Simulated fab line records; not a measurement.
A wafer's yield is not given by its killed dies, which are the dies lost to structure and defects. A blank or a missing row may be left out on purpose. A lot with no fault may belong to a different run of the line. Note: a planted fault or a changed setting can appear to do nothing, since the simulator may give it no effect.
Code-filled problem report in 8D (eight disciplines) form + flow berkeley cmos170 + the parts of the form that need people (team, actions taken, sign-off) are left out

## 1. WHAT WENT WRONG
Wafers without a fault read 699.3 nm, standard deviation 1.3; cd nm at UCB170_M2_CD_MEAS_15 reads a mean of 801.1 nm on 6 wafers belonging to 2 lots. Measured from the usual mean, that is +78 standard deviations.
The step: target cd 700 nm.
Seen first at day 9 03:26 on cd sem-01, wafer L421.2. The record holds 42 wafers of 14 lots with a number at this step. By rule, "out" or "out of limits" means more than 4 standard deviations away from the usual mean. All remaining wafers that have a number are taken as sound.

## 2. WHAT THIS IS AND IS NOT
| question                    | is                     | is not                                                                                                              |
|-----------------------------|------------------------|---------------------------------------------------------------------------------------------------------------------|
| which readings at this step | cd nm                  | -                                                                                                                   |
| which lots                  | L421, L427             | L416, L417, L418, L426, L429, L430, L431, L432, L433, L434, L436, L438                                              |
| which wafers of those lots  | all that have a number | -                                                                                                                   |
| read on which gauges        | cd sem-01, cd sem-02   | -                                                                                                                   |
| when                        | from day 9 03:26       | up to then (9 sound wafers); but 27 sound wafers of L426, L429, L430, L431, L432, L433, L434, L436, L438 came after |

## 3. WHAT RULES OUT EACH SUSPECT
Counting: a tool at a process step up to the reading stays a suspect if it ran every lot that is out and no sound lot after the first of them.
- the gauge at UCB170_M2_CD_MEAS_15: ruled out. The wafers that are out were read on 2 gauges (cd sem-01, cd sem-02).
- litho track-02 at UCB170_M2_PEB_13: kept. All lots that are out passed through it, beginning with L421 at day 9 03:10, and no sound lot followed; its final sound lot before that point was L417 at day 8 01:14. Its own heater power total W, plate temp C readings are out on those wafers.
After counting, what remains is litho track-02 at UCB170_M2_PEB_13.

## 4. THE CAUSE (what the simulator had put in)
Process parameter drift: litho track-02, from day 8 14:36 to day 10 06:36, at UCB170_M2_PEB_13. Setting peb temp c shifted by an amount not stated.
The count eliminated every tool but this one.

## 5. SEQUENCE OF EFFECTS, ordered by route
Each row: a reading whose mean over the struck wafers that have a number lies more than 3 standard deviations from the usual. Readings are gone through only where the record gives a usual standard deviation; hours: the median, over the lots, of the time from a lot's start at the first step in this table giving one to that lot's start at this step; sigmas: the change measured in usual standard deviations.
| hours | step                 | reading              | usual    | on struck wafers | change | sigmas      |
|-------|----------------------|----------------------|----------|------------------|--------|-------------|
| 0     | UCB170_M2_PEB_13     | heater power total W | 56.80 W  | 50.66            | -6.14  | -99 or more |
| 0     | UCB170_M2_PEB_13     | plate temp C         | 130.00 C | 119.16           | -10.84 | -83         |
| 0     | UCB170_M2_CD_MEAS_15 | cd nm                | 699.3 nm | 801.1            | +101.8 | +78         |
The process steps in it:
- UCB170_M2_PEB_13
Later measuring or inspecting steps at which every struck wafer that the step has a row for has a number for every such reading, and none has moved that far: UCB170_V2_OVL_MEAS_13.

## 6. HOW IT WOULD HAVE BEEN CAUGHT EARLIER
In this record the first reading out of limits at a measuring or inspecting step was taken at day 9 03:26, 13 hours after the fault began at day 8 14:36.
Tool's own readings at UCB170_M2_PEB_13, heater power total W, plate temp C: out on all struck wafers the step has rows for; an alarm limit on them would have tripped on the first.
L427, from the lots that are out (2), started UCB170_M2_PEB_13 on litho track-02 later than day 9 03:26. It would have been spared by a hold on the tool at that moment.
